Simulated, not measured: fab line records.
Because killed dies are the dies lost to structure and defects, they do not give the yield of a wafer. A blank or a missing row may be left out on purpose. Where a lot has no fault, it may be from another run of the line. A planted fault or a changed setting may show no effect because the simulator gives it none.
A struck lot beside a sound one	flow berkeleyCmos170	15 out of 331 route steps
Sound: these wafers, L839.3, L839.4, L839.6. Struck: wafers L849.3, L849.4, L849.6. The cause is given at the end.
Per side, at each step with rows, come the tool, then ch with its chambers, and then its first start. Under that, the readings that differ: sound wafers	struck wafers	difference of the means	sigmas: that difference in standard deviations of wafers without a fault.
alike: a reading whose means differ by less than 2 such deviations, as well as words and numbers matching on both sides. not compared: withheld readings; readings where some wafer has no value; bounds like >300 that might hide an equal value; numbers whose values overlap and for which the record gives no deviation.
A row with sigmas, a row that says differs or no value, or rows on one side alone: a step with any of these is where the two part. When numbers do not overlap yet have no deviation, they are printed without sigmas and do not part them. A reading missing from all wafers of one side parts the sides only when that side holds two or more wafers.

first, 3 steps without rows for these wafers: UCB170_PWELL_EXPOSE_10 (exposes mask PWELL, target cd 3000 nm); UCB170_PWELL_PEB_11; UCB170_PWELL_DEVELOP_12 (develop time 45 s).
UCB170_PWELL_OVL_MEAS_13:
  sound: overlay-01 at day 2 17:23; struck: overlay-01 at day 5 20:41
  alike: PWELL_OVL
UCB170_PWELL_ETCH_14: etches Si3N4 in CH3F/Ar/O2, stops on SiO2, target depth 242 nm, time 151 s.
  sound on rieDiel-04 ch 0,1,2, day 2 17:25; struck on rieDiel-02 ch 0,3, day 5 20:43
  alike: O2_flow_sccm, drypumpMotorCurrentA, oesProductAu, throttleValvePct
  not compared: rfHoursCounterH
following that, these wafers have no rows for 1 step: UCB170_PWELL_IMPLANT_15.
UCB170_PWELL_STRIP_16: strips in O2.
  sound on plasmaAsher-01 ch 0,1, day 2 17:42; struck on plasmaAsher-04 ch 0,1, day 5 21:00
  alike: drypumpMotorCurrentA, oesProductAu, stripTimeToEndpointS
  not compared: rfHoursCounterH
UCB170_PWELL_TW_MEAS_17:
  sound: filmMetro-03 at day 2 17:47; struck: filmMetro-03 at day 5 21:05
  alike: PWELL_TW
then, 4 steps without rows for these wafers: UCB170_PWELL_CLEAN_18 (cleans in SPM, time 600 s); UCB170_PWELL_WET_ETCH_19 (etches Si3N4 in H3PO4, time 14400 s); UCB170_PWELL_WET_ETCH_20 (etches SiO2 in BOE, time 22 s); UCB170_WELLDRIVE_CLEAN_00 (cleans in SPM, time 600 s).
UCB170_WELLDRIVE_OXIDATION_01: target thk 199 nm, ox time 9000 s.
  sound on furnace-02 ch 0, day 3 01:32; struck on furnace-01 ch 0, day 6 05:13
reading	sound	struck	difference	sigmas
spikeTcCentreC (C)	1103.8 1102.7 1103.9	1121.7 1122.2 1122.3	+18.6	+17
spikeTcLoadC (C)	1128.7 1127.4 1127.6	1151.0 1151.6 1149.7	+22.9	+13
spikeTcSourceC (C)	1124.2 1123.7 1124.6	1146.1 1145.2 1148.2	+22.3	+15
tubeCenterTempC (C)	1100.2 1099.9 1100.3	1120.0 1119.9 1119.8	+19.8	+99 or more
tube_center_temp_C_max	1102.2 1103.1 1103.4	1123.0 1123.8 1123.0	+20.4	+44
zonePowerCentrePct (%)	49 50 48	65 64 64	+15	+2
model.SiO2_of_WELLDRIVE_OXIDATION_01.thkNm (nm)	199.5 202.6 203.7	219.5 216.5 219.5	+16.6	
  alike: zonePowerSourcePct
UCB170_WELLDRIVE_THK_MEAS_02:
  sound: filmMetro-01 at day 3 05:03; struck: filmMetro-03 at day 6 08:57
reading	sound	struck	difference	sigmas
WELLDRIVE_OXIDE_THK (nm)	199 203 204	220 216 220	+17	+5
  not compared: hold
UCB170_M3_PROBE_99:
  the record has rows for the sound wafers here (prober-02, day 8 07:50) and none for the struck ones

== WHERE THEY PART ==
Last at UCB170_M3_PROBE_99 as far as this record goes, first at UCB170_WELLDRIVE_OXIDATION_01.

WHY: the cause the simulator had injected
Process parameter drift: furnace-01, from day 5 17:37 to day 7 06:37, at UCB170_WELLDRIVE_OXIDATION_01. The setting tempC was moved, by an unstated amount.
